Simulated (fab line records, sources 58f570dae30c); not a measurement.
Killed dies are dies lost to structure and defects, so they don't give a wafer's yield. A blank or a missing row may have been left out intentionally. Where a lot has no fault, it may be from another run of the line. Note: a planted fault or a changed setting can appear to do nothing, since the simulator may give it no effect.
Which tool was responsible? || flow berkeleyCmos170 || 14 lots with 42 wafers sampled at 4 steps, on a route of 331 steps

== WHAT THE GAUGES READ, wafer by wafer ==
UCB170_M3_CD_MEAS_15: the cd target is 700 nm. Usual: cdNm 700.6 nm, standard deviation 1.4.
{"lot": "L376", "measured": "day 9 07:56", "on": "cdSem-01", "cdNm (nm)": "699.6 699.4 698.1", "flag": ""}
{"lot": "L379", "measured": "day 9 22:28", "on": "cdSem-02", "cdNm (nm)": "701.2 701.4 701.0", "flag": ""}
{"lot": "L381", "measured": "day 9 21:35", "on": "cdSem-02", "cdNm (nm)": "700.6 701.5 700.5", "flag": ""}
{"lot": "L378", "measured": "day 9 22:35", "on": "cdSem-02", "cdNm (nm)": "702.7 701.7 702.5", "flag": ""}
{"lot": "L380", "measured": "day 9 21:18", "on": "cdSem-01", "cdNm (nm)": "702.4 702.7 702.2", "flag": ""}
{"lot": "L382", "measured": "day 10 14:34", "on": "cdSem-02", "cdNm (nm)": "698.9 698.9 699.0", "flag": ""}
{"lot": "L385", "measured": "day 11 14:44", "on": "cdSem-02", "cdNm (nm)": "700.7 700.5 701.9", "flag": ""}
{"lot": "L388", "measured": "day 11 14:59", "on": "cdSem-02", "cdNm (nm)": "699.8 699.8 700.3", "flag": ""}
{"lot": "L396", "measured": "day 12 22:56", "on": "cdSem-02", "cdNm (nm)": "698.0 697.8 698.4", "flag": ""}
{"lot": "L395", "measured": "day 12 22:20", "on": "cdSem-01", "cdNm (nm)": "700.7 701.4 700.8", "flag": ""}
{"lot": "L397", "measured": "day 13 08:17", "on": "cdSem-01", "cdNm (nm)": "701.7 701.6 701.0", "flag": ""}
{"lot": "L398", "measured": "day 13 08:29", "on": "cdSem-01", "cdNm (nm)": "699.5 700.8 701.2", "flag": ""}

== WHAT TOOL EACH LOT RAN ON (gives the tool, then ch and the chambers of the sampled wafers, and finally the start) ==
{"lot": "L376", "UCB170_SILICIDE_SPUTTER_01": "pvdSputter-03, day 8 05:17", "UCB170_V1_ETCH_14": "rieDiel-01 ch 0,1,3, day 8 20:19", "UCB170_V2_STRIP_15": "plasmaAsher-01 ch 0,1, day 9 05:39"}
{"lot": "L379", "UCB170_SILICIDE_SPUTTER_01": "pvdSputter-01, day 8 17:29", "UCB170_V1_ETCH_14": "rieDiel-04 ch 0,1,2, day 9 10:10", "UCB170_V2_STRIP_15": "plasmaAsher-04 ch 0,1, day 9 17:59"}
{"lot": "L381", "UCB170_SILICIDE_SPUTTER_01": "pvdSputter-03, day 8 17:50", "UCB170_V1_ETCH_14": "rieDiel-01 ch 0,1,3, day 9 10:02", "UCB170_V2_STRIP_15": "plasmaAsher-02 ch 1, day 9 17:26"}
{"lot": "L378", "UCB170_SILICIDE_SPUTTER_01": "pvdSputter-02, day 8 18:01", "UCB170_V1_ETCH_14": "rieDiel-01 ch 0,1, day 9 10:38", "UCB170_V2_STRIP_15": "plasmaAsher-02 ch 0,1, day 9 18:16"}
{"lot": "L380", "UCB170_SILICIDE_SPUTTER_01": "pvdSputter-01, day 8 18:23", "UCB170_V1_ETCH_14": "rieDiel-02 ch 1,2,3, day 9 09:47", "UCB170_V2_STRIP_15": "plasmaAsher-04 ch 0,1, day 9 16:59"}
{"lot": "L382", "UCB170_SILICIDE_SPUTTER_01": "pvdSputter-03, day 9 11:41", "UCB170_V1_ETCH_14": "rieDiel-02 ch 1,2, day 10 05:32", "UCB170_V2_STRIP_15": "plasmaAsher-04 ch 1, day 10 11:34"}
{"lot": "L386", "UCB170_SILICIDE_SPUTTER_01": "pvdSputter-02, day 10 08:16", "UCB170_V1_ETCH_14": "rieDiel-01 ch 0,1, day 11 00:47", "UCB170_V2_STRIP_15": "plasmaAsher-02 ch 0,1, day 11 08:14"}
{"lot": "L385", "UCB170_SILICIDE_SPUTTER_01": "pvdSputter-01, day 10 08:27", "UCB170_V1_ETCH_14": "rieDiel-01 ch 0,2,3, day 11 01:16", "UCB170_V2_STRIP_15": "plasmaAsher-01 ch 0,1, day 11 10:44"}
{"lot": "L387", "UCB170_SILICIDE_SPUTTER_01": "pvdSputter-03, day 10 08:27", "UCB170_V1_ETCH_14": "rieDiel-02 ch 1,3, day 11 00:59", "UCB170_V2_STRIP_15": "plasmaAsher-04 ch 0,1, day 11 10:29"}
{"lot": "L388", "UCB170_SILICIDE_SPUTTER_01": "pvdSputter-02, day 10 08:44", "UCB170_V1_ETCH_14": "rieDiel-04 ch 2,3, day 11 01:20", "UCB170_V2_STRIP_15": "plasmaAsher-02 ch 0,1, day 11 10:58"}
{"lot": "L396", "UCB170_SILICIDE_SPUTTER_01": "pvdSputter-02, day 11 17:15", "UCB170_V1_ETCH_14": "rieDiel-02 ch 0,1,3, day 12 13:03", "UCB170_V2_STRIP_15": "plasmaAsher-01 ch 0,1, day 12 20:26"}
{"lot": "L395", "UCB170_SILICIDE_SPUTTER_01": "pvdSputter-01, day 11 17:54", "UCB170_V1_ETCH_14": "rieDiel-01 ch 2,3, day 12 12:22", "UCB170_V2_STRIP_15": "plasmaAsher-04 ch 0,1, day 12 20:10"}
{"lot": "L397", "UCB170_SILICIDE_SPUTTER_01": "pvdSputter-03, day 12 07:31", "UCB170_V1_ETCH_14": "rieDiel-02 ch 1,3, day 13 00:14", "UCB170_V2_STRIP_15": "plasmaAsher-01 ch 0,1, day 13 05:32"}
{"lot": "L398", "UCB170_SILICIDE_SPUTTER_01": "pvdSputter-01, day 12 07:49", "UCB170_V1_ETCH_14": "rieDiel-04 ch 0,1, day 13 00:21", "UCB170_V2_STRIP_15": "plasmaAsher-02 ch 0, day 13 05:49"}
- UCB170_SILICIDE_SPUTTER_01: material Ti, target thk 30 nm, time 25 s.
- UCB170_V1_ETCH_14: etches SiO2 in CHF3/CF4/Ar, stops on Al, target depth 1250 nm, time 291 s.
- UCB170_V2_STRIP_15: strips in O2.

== AS READ BY THE TOOLS THEMSELVES (means over the sampled wafers that have a number; for cases with no such wafer, the mark the record gives instead) ==
UCB170_SILICIDE_SPUTTER_01. Usual: throttleValvePct 30.3 %, standard deviation 1.1.
{"lot": "L376", "tool": "pvdSputter-03", "throttleValvePct (%)": 30.2, "flag": ""}
{"lot": "L379", "tool": "pvdSputter-01", "throttleValvePct (%)": 30.5, "flag": ""}
{"lot": "L381", "tool": "pvdSputter-03", "throttleValvePct (%)": 29.2, "flag": ""}
{"lot": "L378", "tool": "pvdSputter-02", "throttleValvePct (%)": 30.1, "flag": ""}
{"lot": "L380", "tool": "pvdSputter-01", "throttleValvePct (%)": 30.5, "flag": ""}
{"lot": "L382", "tool": "pvdSputter-03", "throttleValvePct (%)": 29.4, "flag": ""}
{"lot": "L386", "tool": "pvdSputter-02", "throttleValvePct (%)": 31.2, "flag": ""}
{"lot": "L385", "tool": "pvdSputter-01", "throttleValvePct (%)": 30.0, "flag": ""}
{"lot": "L387", "tool": "pvdSputter-03", "throttleValvePct (%)": 30.0, "flag": ""}
{"lot": "L388", "tool": "pvdSputter-02", "throttleValvePct (%)": 30.6, "flag": ""}
{"lot": "L396", "tool": "pvdSputter-02", "throttleValvePct (%)": 31.5, "flag": ""}
{"lot": "L395", "tool": "pvdSputter-01", "throttleValvePct (%)": 30.2, "flag": ""}
{"lot": "L397", "tool": "pvdSputter-03", "throttleValvePct (%)": 30.9, "flag": ""}
{"lot": "L398", "tool": "pvdSputter-01", "throttleValvePct (%)": 30.2, "flag": ""}

UCB170_V1_ETCH_14. Usual: drypumpMotorCurrentA 5.67 A, standard deviation 0.28; oesProductAu 0.872 a.u., standard deviation 0.014; throttleValvePct 6.99 %, standard deviation 0.12.
{"lot": "L376", "tool": "rieDiel-01", "drypumpMotorCurrentA (A)": 5.51, "oesProductAu (a.u.)": 0.886, "throttleValvePct (%)": 7.09, "flag": ""}
{"lot": "L379", "tool": "rieDiel-04", "drypumpMotorCurrentA (A)": 5.62, "oesProductAu (a.u.)": 0.870, "throttleValvePct (%)": 6.93, "flag": ""}
{"lot": "L381", "tool": "rieDiel-01", "drypumpMotorCurrentA (A)": 5.53, "oesProductAu (a.u.)": 0.885, "throttleValvePct (%)": 7.09, "flag": ""}
{"lot": "L378", "tool": "rieDiel-01", "drypumpMotorCurrentA (A)": 5.58, "oesProductAu (a.u.)": 0.882, "throttleValvePct (%)": 7.09, "flag": ""}
{"lot": "L380", "tool": "rieDiel-02", "drypumpMotorCurrentA (A)": 5.94, "oesProductAu (a.u.)": 0.866, "throttleValvePct (%)": 6.94, "flag": ""}
{"lot": "L382", "tool": "rieDiel-02", "drypumpMotorCurrentA (A)": 5.87, "oesProductAu (a.u.)": 0.861, "throttleValvePct (%)": 6.90, "flag": ""}
{"lot": "L386", "tool": "rieDiel-01", "drypumpMotorCurrentA (A)": 5.44, "oesProductAu (a.u.)": 0.891, "throttleValvePct (%)": 6.98, "flag": ""}
{"lot": "L385", "tool": "rieDiel-01", "drypumpMotorCurrentA (A)": 5.56, "oesProductAu (a.u.)": 0.873, "throttleValvePct (%)": 7.10, "flag": ""}
{"lot": "L387", "tool": "rieDiel-02", "drypumpMotorCurrentA (A)": 6.01, "oesProductAu (a.u.)": 0.875, "throttleValvePct (%)": 6.97, "flag": ""}
{"lot": "L388", "tool": "rieDiel-04", "drypumpMotorCurrentA (A)": 5.68, "oesProductAu (a.u.)": 0.887, "throttleValvePct (%)": 7.03, "flag": ""}
{"lot": "L396", "tool": "rieDiel-02", "drypumpMotorCurrentA (A)": 5.72, "oesProductAu (a.u.)": 0.874, "throttleValvePct (%)": 6.97, "flag": ""}
{"lot": "L395", "tool": "rieDiel-01", "drypumpMotorCurrentA (A)": 5.51, "oesProductAu (a.u.)": 0.865, "throttleValvePct (%)": 7.00, "flag": ""}
{"lot": "L397", "tool": "rieDiel-02", "drypumpMotorCurrentA (A)": 6.03, "oesProductAu (a.u.)": 0.874, "throttleValvePct (%)": 7.00, "flag": ""}
{"lot": "L398", "tool": "rieDiel-04", "drypumpMotorCurrentA (A)": 5.66, "oesProductAu (a.u.)": 0.865, "throttleValvePct (%)": 6.89, "flag": ""}

UCB170_V2_STRIP_15. Usual: chamberPressureMTorr 3500 mTorr, standard deviation 3.6; drypumpMotorCurrentA 5.7 A, standard deviation 0.58; oesProductAu 0.722 a.u., standard deviation 0.0042; stripTimeToEndpointS 15.35 s, standard deviation 0.11.
{"lot": "L376", "tool": "plasmaAsher-01", "chamberPressureMTorr (mTorr)": 3498, "drypumpMotorCurrentA (A)": 5.9, "oesProductAu (a.u.)": 0.722, "stripTimeToEndpointS (s)": 15.36, "flag": ""}
{"lot": "L379", "tool": "plasmaAsher-04", "chamberPressureMTorr (mTorr)": 3502, "drypumpMotorCurrentA (A)": 5.4, "oesProductAu (a.u.)": 0.723, "stripTimeToEndpointS (s)": 15.29, "flag": ""}
{"lot": "L381", "tool": "plasmaAsher-02", "chamberPressureMTorr (mTorr)": 3503, "drypumpMotorCurrentA (A)": 4.8, "oesProductAu (a.u.)": 0.721, "stripTimeToEndpointS (s)": 15.29, "flag": ""}
{"lot": "L378", "tool": "plasmaAsher-02", "chamberPressureMTorr (mTorr)": 3501, "drypumpMotorCurrentA (A)": 5.9, "oesProductAu (a.u.)": 0.720, "stripTimeToEndpointS (s)": 15.47, "flag": ""}
{"lot": "L380", "tool": "plasmaAsher-04", "chamberPressureMTorr (mTorr)": 3499, "drypumpMotorCurrentA (A)": 5.5, "oesProductAu (a.u.)": 0.725, "stripTimeToEndpointS (s)": 15.40, "flag": ""}
{"lot": "L382", "tool": "plasmaAsher-04", "chamberPressureMTorr (mTorr)": 3502, "drypumpMotorCurrentA (A)": 5.5, "oesProductAu (a.u.)": 0.720, "stripTimeToEndpointS (s)": 15.28, "flag": ""}
{"lot": "L386", "tool": "plasmaAsher-02", "chamberPressureMTorr (mTorr)": "-", "drypumpMotorCurrentA (A)": "-", "oesProductAu (a.u.)": "-", "stripTimeToEndpointS (s)": "-", "flag": "OFF"}
{"lot": "L385", "tool": "plasmaAsher-01", "chamberPressureMTorr (mTorr)": 3501, "drypumpMotorCurrentA (A)": 5.9, "oesProductAu (a.u.)": 0.725, "stripTimeToEndpointS (s)": 15.30, "flag": ""}
{"lot": "L387", "tool": "plasmaAsher-04", "chamberPressureMTorr (mTorr)": "-", "drypumpMotorCurrentA (A)": "-", "oesProductAu (a.u.)": "-", "stripTimeToEndpointS (s)": "-", "flag": "OFF"}
{"lot": "L388", "tool": "plasmaAsher-02", "chamberPressureMTorr (mTorr)": 3499, "drypumpMotorCurrentA (A)": 5.4, "oesProductAu (a.u.)": 0.724, "stripTimeToEndpointS (s)": 15.17, "flag": ""}
{"lot": "L396", "tool": "plasmaAsher-01", "chamberPressureMTorr (mTorr)": 3503, "drypumpMotorCurrentA (A)": 6.2, "oesProductAu (a.u.)": 0.725, "stripTimeToEndpointS (s)": 15.30, "flag": ""}
{"lot": "L395", "tool": "plasmaAsher-04", "chamberPressureMTorr (mTorr)": 3499, "drypumpMotorCurrentA (A)": 5.5, "oesProductAu (a.u.)": 0.724, "stripTimeToEndpointS (s)": 15.45, "flag": ""}
{"lot": "L397", "tool": "plasmaAsher-01", "chamberPressureMTorr (mTorr)": 3498, "drypumpMotorCurrentA (A)": 6.3, "oesProductAu (a.u.)": 0.725, "stripTimeToEndpointS (s)": 15.39, "flag": ""}
{"lot": "L398", "tool": "plasmaAsher-02", "chamberPressureMTorr (mTorr)": 3503, "drypumpMotorCurrentA (A)": 6.4, "oesProductAu (a.u.)": 0.725, "stripTimeToEndpointS (s)": 15.41, "flag": ""}

== THE ANSWER, worked out from the rows above alone ==
Rule: lot off if the mean of its wafers having a number is beyond 3 standard deviations from the usual mean. A lot without any number at a reading at which 4 lots or more have one is off too. All remaining lots with rows at the step are treated as sound. The gauges are gone through in route order, then the tools' own readings, and for those a lot's mean is taken as printed above. At the first step where some lot is off, the reading lying furthest off is the one used; lots without a number count as furthest.
Off: L386, L387 (UCB170_V2_STRIP_15, chamberPressureMTorr). Without a number there: L386, L387.
If a tool, at that step or one of the process steps before it, ran each lot that is off and ran no sound lot following the first of them, it fits. Of those tried, none fits.

== WHAT THE SIMULATOR HAD PUT IN ==
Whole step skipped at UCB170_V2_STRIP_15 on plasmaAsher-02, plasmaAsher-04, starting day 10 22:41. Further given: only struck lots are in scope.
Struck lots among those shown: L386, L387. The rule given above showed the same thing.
